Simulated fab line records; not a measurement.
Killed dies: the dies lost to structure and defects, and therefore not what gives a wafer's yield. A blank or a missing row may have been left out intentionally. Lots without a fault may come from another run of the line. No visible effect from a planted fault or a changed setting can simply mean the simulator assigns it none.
Which of the tools did it? | flow rit-cmos | 10 lots, 30 wafers sampled, at 2 steps of a route of 202

## WHAT EACH GAUGE READ, for each wafer
RIT_ACTIVE_THK_MEAS_04.
lot  | measured    | on            | ACTIVE_NITRIDE_THK (nm)
L424 | day 1 14:16 | film-metro-01 | 149.7 150.5 149.8
L425 | day 1 18:35 | film-metro-01 | 148.2 148.3 147.5
L431 | day 3 01:14 | film-metro-02 | 276.4 275.1 276.0
L435 | day 3 20:32 | film-metro-01 | 149.7 150.2 149.2
L437 | day 4 07:14 | film-metro-03 | 150.5 149.3 150.3
L439 | day 4 16:32 | film-metro-02 | 149.9 150.3 150.9
L441 | day 5 03:15 | film-metro-02 | 149.5 149.1 150.0
L443 | day 5 12:33 | film-metro-01 | 148.5 148.4 148.7
L445 | day 5 23:32 | film-metro-02 | 150.6 151.1 150.6
L447 | day 6 08:33 | film-metro-03 | 149.7 149.3 149.1

## WHICH TOOL RAN EACH LOT (tool, then ch and the chambers of the sampled wafers, then the start)
lot  | RIT_ACTIVE_CVD_03
L424 | lpcvd-02 ch 0, day 1 12:07
L425 | lpcvd-01 ch 1, day 1 17:10
L431 | lpcvd-02 ch 1, day 2 23:07
L435 | lpcvd-01 ch 1, day 3 19:07
L437 | lpcvd-01 ch 1, day 4 05:07
L439 | lpcvd-01 ch 1, day 4 15:07
L441 | lpcvd-01 ch 0, day 5 01:07
L443 | lpcvd-01 ch 1, day 5 11:07
L445 | lpcvd-01 ch 0, day 5 22:06
L447 | lpcvd-01 ch 0, day 6 07:07
- RIT_ACTIVE_CVD_03: deposits Si3N4 from SiH2Cl2/NH3, target thk 150 nm, time 1500 s.

## WHAT THE TOOLS THEMSELVES READ (means of the sampled wafers that have a number; where no wafer has one, the mark that the record gives instead)
RIT_ACTIVE_CVD_03.
lot  | tool     | sih2cl2-flow-sccm (sccm)
L424 | lpcvd-02 | 60.29
L425 | lpcvd-01 | 60.26
L431 | lpcvd-02 | 60.09
L435 | lpcvd-01 | 59.83
L437 | lpcvd-01 | 60.20
L439 | lpcvd-01 | 60.02
L441 | lpcvd-01 | 60.08
L443 | lpcvd-01 | 60.18
L445 | lpcvd-01 | 60.06
L447 | lpcvd-01 | 60.05

## THE ANSWER, worked out from the rows above alone
Rule: the usual values come from the lots themselves. Put in order of their means at a reading, lots are off if they are a third of the lots or fewer, leave a main group of 4 or more, and stand apart from it by a gap of 3 or more times the standard deviation of the main group's means; of several such gaps the widest counts. A main group is skipped when, at the precision printed for the reading in the tables above, its means are all equal. A lot without any number at a reading at which 4 lots or more have one is off too. Where the step has rows for the other lots, those lots are counted as sound. Order of review: gauges by route order, followed by the tools' own readings, for which a lot's mean as printed above is used. The first step at which some lot is off is used, and at that step the reading that is off furthest; a lot without a number counts as furthest.
Off: L431, seen at RIT_ACTIVE_THK_MEAS_04 (ACTIVE_NITRIDE_THK). Main group: mean 149.6 nm, sd 0.82.
A tool fits if, at a process step before that reading, it ran every lot that is off, and no sound lot after the first of them. The gauges at RIT_ACTIVE_THK_MEAS_04 are tried like those tools. One fits: RIT_ACTIVE_CVD_03 on lpcvd-02. A fault onset in the window from L424 (day 1 12:07, its last sound lot) to L431 (day 2 23:07, its first lot off) fits.

## WHAT HAD BEEN PUT IN BY THE SIMULATOR
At RIT_ACTIVE_CVD_03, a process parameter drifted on lpcvd-02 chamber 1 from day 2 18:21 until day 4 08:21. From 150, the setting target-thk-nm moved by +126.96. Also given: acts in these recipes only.
Shown lots that were struck: L431. Same finding as the rule above.
